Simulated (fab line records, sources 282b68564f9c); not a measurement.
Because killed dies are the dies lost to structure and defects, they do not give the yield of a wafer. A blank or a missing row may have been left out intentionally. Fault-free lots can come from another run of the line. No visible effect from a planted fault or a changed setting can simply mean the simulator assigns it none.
A lot that was struck, set against a sound lot	flow rit_cmos	43 steps out of a route of 202
Sound: wafers L502.1, L502.3, L502.5. Wafers L508.2, L508.4, L508.5 were the ones struck. The cause is given at the end.
For every step that has rows: the tool of each side, followed by ch and its chambers, followed by its first start. Under that, the readings that differ: sound wafers	struck wafers	difference of the means	sigmas: that difference in standard deviations of wafers without a fault.
alike: a reading whose means differ by less than 2 such deviations, as well as words and numbers matching on both sides. not compared: withheld readings; readings where some wafer has no value; bounds like >300 that might hide an equal value; numbers whose values overlap and for which the record gives no deviation.
A row with sigmas, a row that says differs or no value, or rows on one side alone: a step with any of these is where the two part. Numbers that have no deviation but don't overlap get no sigmas and don't part them. Lack of a reading on every wafer of one side parts them only where that side has two or more wafers.

first, 2 steps without rows for these wafers: RIT_NLDD_HARDBAKE_07 (time 60 s); RIT_NLDD_IMPLANT_08.
RIT_NLDD_STRIP_09: strips in O2, time 180 s.
  sound on plasma_asher-01 ch 0,1, day 4 10:11; struck on plasma_asher-03 ch 1, day 5 16:52
  alike: drypump_motor_current_A
  not compared: rf_hours_counter_h
RIT_NLDD_TW_MEAS_10:
  sound on film_metro-04 at day 4 10:22; struck on film_metro-01 at day 5 17:03
  alike: NLDD_TW
then, 6 steps without rows for these wafers: RIT_PLDD_HMDS_00 (prime time 60 s); RIT_PLDD_COAT_01 (resist thk 1000 nm); RIT_PLDD_SOFTBAKE_02 (time 60 s); RIT_PLDD_EXPOSE_03 (exposes mask M8, target cd 40900 nm); RIT_PLDD_PEB_04; RIT_PLDD_DEVELOP_05 (develop time 50 s).
RIT_PLDD_OVL_MEAS_06:
  sound on overlay-01 at day 4 11:16; struck on overlay-02 at day 5 17:57
  alike: PLDD_OVL
then, 1 step without rows for these wafers: RIT_PLDD_HARDBAKE_07 (time 60 s).
RIT_PLDD_IMPLANT_08:
  sound on implanter-04 ch 0, day 4 11:27; struck on implanter-02 ch 0, day 5 18:10
reading	sound	struck	difference	sigmas
dose_ions_cm2	8.995e+14 8.986e+14 8.999e+14	1.788e+14 1.785e+14 1.779e+14	-7.209e+14	-99 or more
end_station_pressure_torr (Torr)	7.5e-06 6.7e-06 7.8e-06	5.6e-06 5.1e-06 5.3e-06	-2.0e-06	-6
faraday_current_uA	2844 2790 2786	589 559 555	-2239	-43
RIT_PLDD_STRIP_09: strips in O2, time 180 s.
  sound on plasma_asher-01 ch 0, day 4 11:36; struck on plasma_asher-02 ch 0,1, day 5 18:17
  alike: drypump_motor_current_A
  not compared: rf_hours_counter_h
RIT_PLDD_TW_MEAS_10:
  sound on film_metro-01 at day 4 11:47; struck on film_metro-01 at day 5 18:42
reading	sound	struck	difference	sigmas
PLDD_TW	2362 2368 2349	1515 1499 1496	-856	-37
  not compared: hold
then, 3 steps without rows for these wafers: RIT_SPACER_CLEAN_01 (cleans in dHF, time 30 s); RIT_SPACER_CLEAN_02 (cleans in SC2, time 600 s); RIT_SPACER_CVD_03 (deposits Si3N4 from SiH2Cl2/NH3, target thk 250 nm, time 3300 s).
RIT_SPACER_THK_MEAS_04:
  sound on film_metro-02 at day 4 15:07; struck on film_metro-04 at day 6 03:54
reading	sound	struck	difference	sigmas
SPACER_NITRIDE_THK (nm)	252.8 250.6 252.7	246.7 246.2 246.7	-5.5	-2
RIT_SPACER_ETCHBACK_05: etches Si3N4 in SF6/CHF3, stops on SiO2, target depth 250 nm, time 240 s.
  sound on rie_diel-01 ch 0,2, day 4 15:10; struck on rie_diel-04 ch 1,3, day 6 03:57
  alike: drypump_motor_current_A, oes_product_au, throttle_valve_pct
  not compared: rf_hours_counter_h
then, 6 steps without rows for these wafers: RIT_NSD_HMDS_00 (prime time 60 s); RIT_NSD_COAT_01 (resist thk 1000 nm); RIT_NSD_SOFTBAKE_02 (time 60 s); RIT_NSD_EXPOSE_03 (exposes mask M9, target cd 40700 nm); RIT_NSD_PEB_04; RIT_NSD_DEVELOP_05 (develop time 50 s).
RIT_NSD_OVL_MEAS_06:
  sound on overlay-01 at day 4 16:18; struck on overlay-01 at day 6 05:05
  alike: NSD_OVL
then, 2 steps without rows for these wafers: RIT_NSD_HARDBAKE_07 (time 60 s); RIT_NSD_IMPLANT_08.
RIT_NSD_STRIP_09: strips in O2, time 180 s.
  sound on plasma_asher-02 ch 0,1, day 4 16:38; struck on plasma_asher-03 ch 0,1, day 6 05:25
  alike: drypump_motor_current_A
  not compared: rf_hours_counter_h
RIT_NSD_TW_MEAS_10:
  sound on film_metro-01 at day 4 16:49; struck on film_metro-04 at day 6 05:36
  alike: NSD_TW
then, 6 steps without rows for these wafers: RIT_PSD_HMDS_00 (prime time 60 s); RIT_PSD_COAT_01 (resist thk 1000 nm); RIT_PSD_SOFTBAKE_02 (time 60 s); RIT_PSD_EXPOSE_03 (exposes mask M10, target cd 40900 nm); RIT_PSD_PEB_04; RIT_PSD_DEVELOP_05 (develop time 50 s).
RIT_PSD_OVL_MEAS_06:
  sound on overlay-01 at day 4 17:43; struck on overlay-01 at day 6 06:44
  alike: PSD_OVL
then, 2 steps without rows for these wafers: RIT_PSD_HARDBAKE_07 (time 60 s); RIT_PSD_IMPLANT_08.
RIT_PSD_STRIP_09: strips in O2, time 180 s.
  sound on plasma_asher-02 ch 1, day 4 18:04; struck on plasma_asher-03 ch 0,1, day 6 07:28
  alike: drypump_motor_current_A
  not compared: rf_hours_counter_h
RIT_SDANNEAL_RS_MEAS_06: uses a four-point probe to measure.
  sound on film_metro-04 at day 4 19:08; struck on film_metro-04 at day 6 08:54
reading	sound	struck	difference	sigmas
PLDD_RS (ohm/sq)	178.4 178.7 179.1	582.1 593.5 595.0	+411.5	+99 or more
  not compared: hold
RIT_M1_PROBE_99:
  the record has rows for the sound wafers here (prober-01, day 5 02:44) and none for the struck ones

WHERE THEY PART
Earliest at RIT_PLDD_IMPLANT_08; latest, in this record, at RIT_M1_PROBE_99.

WHY: the cause the simulator had injected
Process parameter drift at RIT_PLDD_IMPLANT_08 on implanter-02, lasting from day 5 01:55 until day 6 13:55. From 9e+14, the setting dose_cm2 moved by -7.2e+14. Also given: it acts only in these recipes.
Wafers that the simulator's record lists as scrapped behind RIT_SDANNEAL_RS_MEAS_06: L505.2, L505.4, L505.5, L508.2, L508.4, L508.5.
